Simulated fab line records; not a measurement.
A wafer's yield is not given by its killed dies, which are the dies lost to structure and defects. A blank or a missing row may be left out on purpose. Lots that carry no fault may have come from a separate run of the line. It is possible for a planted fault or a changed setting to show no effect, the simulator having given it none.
What tool caused it? | flow ritCmos | Sampling: 15 lots, 45 wafers, 2 of 202 route steps

WHAT THE GAUGES SHOWED, per wafer
RIT_PSD_TW_MEAS_10.
lot  | measured    | on           | PSD_TW
L509 | day 3 02:43 | filmMetro-04 | 3371 3402 3372
L511 | day 3 14:49 | filmMetro-02 | 3414 3410 3405
L513 | day 3 21:25 | filmMetro-04 | 3382 3365 3393
L514 | day 4 03:52 | filmMetro-04 | 3373 3387 3373
L515 | day 4 09:13 | filmMetro-03 | 3377 3373 3371
L516 | day 4 15:11 | filmMetro-02 | 3407 3398 3396
L519 | day 5 04:04 | filmMetro-02 | 30 30 30 30 30 30
L520 | day 5 09:33 | filmMetro-04 | 29 30 30 29 30 29
L521 | day 5 14:22 | filmMetro-04 | 30 30 30 30 30 29
L522 | day 5 20:56 | filmMetro-02 | 3398 3375 3388
L526 | day 6 15:13 | filmMetro-04 | 3351 3360 3370
L527 | day 6 19:16 | filmMetro-03 | 3377 3363 3355
L529 | day 7 07:05 | filmMetro-03 | 3352 3359 3372
L530 | day 7 12:09 | filmMetro-02 | 3416 3396 3399
L531 | day 7 20:12 | filmMetro-03 | 3366 3343 3382

EACH LOT AND THE TOOL THAT RAN IT (in order: tool; ch and the chambers of the sampled wafers; start)
lot  | RIT_NSD_STRIP_09
L509 | plasmaAsher-02 ch 0,1, day 3 01:02
L511 | plasmaAsher-01 ch 0,1, day 3 12:56
L513 | plasmaAsher-01 ch 0,1, day 3 19:49
L514 | plasmaAsher-03 ch 0,1, day 4 02:13
L515 | plasmaAsher-02 ch 0,1, day 4 07:28
L516 | plasmaAsher-02 ch 0,1, day 4 13:28
L519 | plasmaAsher-02 ch 0,1, day 5 02:20
L520 | plasmaAsher-01 ch 0, day 5 07:57
L521 | plasmaAsher-02 ch 0,1, day 5 12:38
L522 | plasmaAsher-01 ch 0,1, day 5 19:05
L526 | plasmaAsher-02 ch 0,1, day 6 13:36
L527 | plasmaAsher-01 ch 0,1, day 6 17:40
L529 | plasmaAsher-01 ch 0,1, day 7 05:22
L530 | plasmaAsher-03 ch 0,1, day 7 10:28
L531 | plasmaAsher-03 ch 0,1, day 7 18:36
- RIT_NSD_STRIP_09: strips in O2, time 180 s.

WHAT THE TOOLS THEMSELVES READ (means of the sampled wafers that have a number; where no wafer has one, the mark that the record gives instead)
RIT_NSD_STRIP_09.
lot  | tool           | chamberPressureMTorr (mTorr) | drypumpMotorCurrentA (A)
L509 | plasmaAsher-02 | 4000                         | 5.7
L511 | plasmaAsher-01 | 4000                         | 5.4
L513 | plasmaAsher-01 | 3998                         | 5.6
L514 | plasmaAsher-03 | 3999                         | 6.6
L515 | plasmaAsher-02 | 4001                         | 5.8
L516 | plasmaAsher-02 | 4004                         | 5.7
L519 | plasmaAsher-02 | -                            | -
L520 | plasmaAsher-01 | -                            | -
L521 | plasmaAsher-02 | -                            | -
L522 | plasmaAsher-01 | 4001                         | 5.4
L526 | plasmaAsher-02 | 4002                         | 5.7
L527 | plasmaAsher-01 | 3998                         | 5.4
L529 | plasmaAsher-01 | 4001                         | 5.5
L530 | plasmaAsher-03 | 3994                         | 6.6
L531 | plasmaAsher-03 | 3999                         | 6.6

THE ANSWER, worked out from the rows above alone
Rule: usual is defined by the lots themselves. The widest of any qualifying gaps counts: lots, ordered by their means at a reading, are off when they make up no more than a third of the lots, leave a main group of 4 or more, and stand apart from it by 3 or more times the standard deviation of that group's means. If all means in a main group match to the digits the tables above print for the reading, that group is not used. Also off: a lot with no number at a reading for which 4 or more lots have one. The other lots that the step has rows for count as sound. After the gauges, taken in route order, come the tools' own readings; for these a lot's mean is taken, as printed above. At the first step where some lot is off, the reading lying furthest off is the one used; lots without a number count as furthest.
Off: at RIT_PSD_TW_MEAS_10 (PSD_TW), L519, L520, L521. The main group: mean 3380, standard deviation 16.
If a tool, at a process step before that reading, ran all the lots that are off and no sound lot after the first of them, it fits. Not tried: the gauges at RIT_PSD_TW_MEAS_10; whatever is off there is also off at RIT_NSD_STRIP_09, on other tools, and gauge error can't account for it. None of those tried fits.

WHAT THE SIMULATOR HAD PUT IN
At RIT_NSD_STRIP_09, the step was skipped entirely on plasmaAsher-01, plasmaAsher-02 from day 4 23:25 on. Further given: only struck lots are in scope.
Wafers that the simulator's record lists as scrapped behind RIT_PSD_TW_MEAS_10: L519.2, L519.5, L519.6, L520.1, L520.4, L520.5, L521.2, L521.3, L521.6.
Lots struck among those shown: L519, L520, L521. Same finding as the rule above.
